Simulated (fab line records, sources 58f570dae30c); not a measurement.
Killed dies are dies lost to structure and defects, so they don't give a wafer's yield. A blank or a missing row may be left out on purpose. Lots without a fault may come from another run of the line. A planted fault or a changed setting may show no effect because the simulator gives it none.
Chamber matching | flow berkeley_cmos170 | UCB170_V2_CMP_02 on cmp-01: 4 sister chambers
The step polishes SiO2. 24 wafers are shown with their chamber, then 12 later ones without.

WAFERS WITH THEIR CHAMBER
wafer  | chamber | motor_current_A (A)
L861.1 | 2       | 14.0
L861.5 | 3       | 16.5
L861.6 | 0       | 15.6
L862.1 | 1       | 18.7
L862.2 | 2       | 13.0
L862.4 | 3       | 16.6
L863.4 | 3       | 15.3
L863.5 | 0       | 17.8
L863.6 | 3       | 16.2
L864.1 | 2       | 14.0
L864.3 | 3       | 15.9
L864.4 | 0       | 16.5
L867.1 | 2       | 12.8
L867.3 | 0       | 15.9
L867.6 | 1       | 17.4
L875.1 | 1       | 17.4
L875.5 | 3       | 16.0
L875.6 | 0       | 17.0
L876.1 | 1       | 17.1
L876.2 | 0       | 16.6
L876.6 | 0       | 15.8
L878.1 | 2       | 13.6
L878.3 | 0       | 16.7
L878.5 | 0       | 17.1

SIGNATURES (means of the wafers above)
reading         | chamber 0 | chamber 1 | chamber 2 | chamber 3 | scatter within a chamber
motor_current_A | 16.556    | 17.650    | 13.480    | 16.083    | 0.627
Rule: a wafer's distance from a chamber is the root of the sum, over the readings, of the square of ((its reading less the chamber's mean) divided by the reading's scatter). The wafer belongs to the nearest chamber; if the next one is less than 2 further off, it can't be placed. The scatter: the root of (the sum of the squares of (reading less its chamber's mean) over the shown wafers, divided by (wafers less chambers)).

WAFERS WITHOUT THEIR CHAMBER
wafer  | motor_current_A (A)
L879.1 | 18.4
L879.2 | 16.1
L879.3 | 16.5
L877.3 | 16.5
L877.4 | 13.4
L877.6 | 17.0
L884.4 | 17.0
L884.5 | 13.4
L884.6 | 16.8
L883.1 | 13.2
L883.4 | 15.8
L883.5 | 16.2

WHICH CHAMBER EACH WENT THROUGH
wafer  | from the rows above          | in truth
L879.1 | can't be placed: 1 or 0      | 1
L879.2 | can't be placed: 3 or 0      | 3
L879.3 | can't be placed: 0 or 3 or 1 | 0
L877.3 | can't be placed: 0 or 3 or 1 | 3
L877.4 | 2                            | 2
L877.6 | can't be placed: 0 or 1 or 3 | 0
L884.4 | can't be placed: 0 or 1 or 3 | 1
L884.5 | 2                            | 2
L884.6 | can't be placed: 0 or 3 or 1 | 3
L883.1 | 2                            | 2
L883.4 | can't be placed: 3 or 0      | 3
L883.5 | can't be placed: 3 or 0      | 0
Placed correctly: 3 of 12. Can't be placed from these rows: 9 (the true chamber is among the candidates in 9). Placed wrongly: 0.
